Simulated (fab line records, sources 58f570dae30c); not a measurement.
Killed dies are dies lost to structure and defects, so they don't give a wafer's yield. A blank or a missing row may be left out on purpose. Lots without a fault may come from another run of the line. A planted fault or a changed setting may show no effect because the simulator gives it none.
One fault seen from 2 desks | flow berkeley_cmos170 | each desk has only its own numbers; what lay behind them comes last

THE TOOL OWNER'S DESK: rie_diel-03
The tool's own readings at UCB170_V2_ETCH_14 (etches SiO2 in CHF3/CF4/Ar, stops on Al, target depth 1250 nm, time 291 s): means of the sampled wafers that have a number, for each lot that ran on this tool. A lot is out of limits, marked OUT, if its mean lies more than 4 standard deviations from the usual mean; the brackets give that distance.
Columns: A = drypump_motor_current_A at UCB170_V2_ETCH_14, usual 5.9 A; B = oes_product_au at UCB170_V2_ETCH_14, usual 0.875 a.u.; C = throttle_valve_pct at UCB170_V2_ETCH_14, usual 6.94 %
lot  | first seen here | A   | B     | C
L930 | day 8 23:06     | 6.1 | 0.884 | 6.90
L931 | day 9 01:22     | 6.1 | 0.871 | 6.98
L928 | day 9 11:55     | 6.0 | 0.874 | 6.98
L937 | day 10 10:28    | 6.3 | 0.864 | 6.92
L938 | day 10 13:29    | 5.9 | 0.846 | 6.96
This desk's finding: nothing out of limits on any of the 5 lots.

THE METROLOGY DESK
What the gauges read, lot by lot, whatever tool the lot ran on: means of the sampled wafers that have a number. A lot is out of limits, marked OUT, if its mean lies more than 4 standard deviations from the usual mean; the brackets give that distance.
Columns: A = M3_OVL at UCB170_M3_OVL_MEAS_16, usual -3 nm
lot  | first seen here | A
L930 | day 9 04:35     | -6
L929 | day 9 06:57     | -5
L931 | day 9 07:04     | -7
L928 | day 9 14:46     | -16
L932 | day 9 15:10     | -11
L937 | day 10 14:48    | 2
L938 | day 10 18:31    | -1
L943 | day 11 03:20    | 2
L945 | day 11 08:46    | 2
L944 | day 11 12:08    | -2
L946 | day 11 20:13    | -2
L949 | day 12 05:55    | -0
L948 | day 12 06:56    | -9
L951 | day 12 21:23    | -4
This desk's finding: nothing out of limits on any of the 14 lots.

PUT TOGETHER
The tool owner's desk saw nothing out of limits.
The metrology desk saw nothing out of limits.

WHAT THE SIMULATOR HAD PUT IN
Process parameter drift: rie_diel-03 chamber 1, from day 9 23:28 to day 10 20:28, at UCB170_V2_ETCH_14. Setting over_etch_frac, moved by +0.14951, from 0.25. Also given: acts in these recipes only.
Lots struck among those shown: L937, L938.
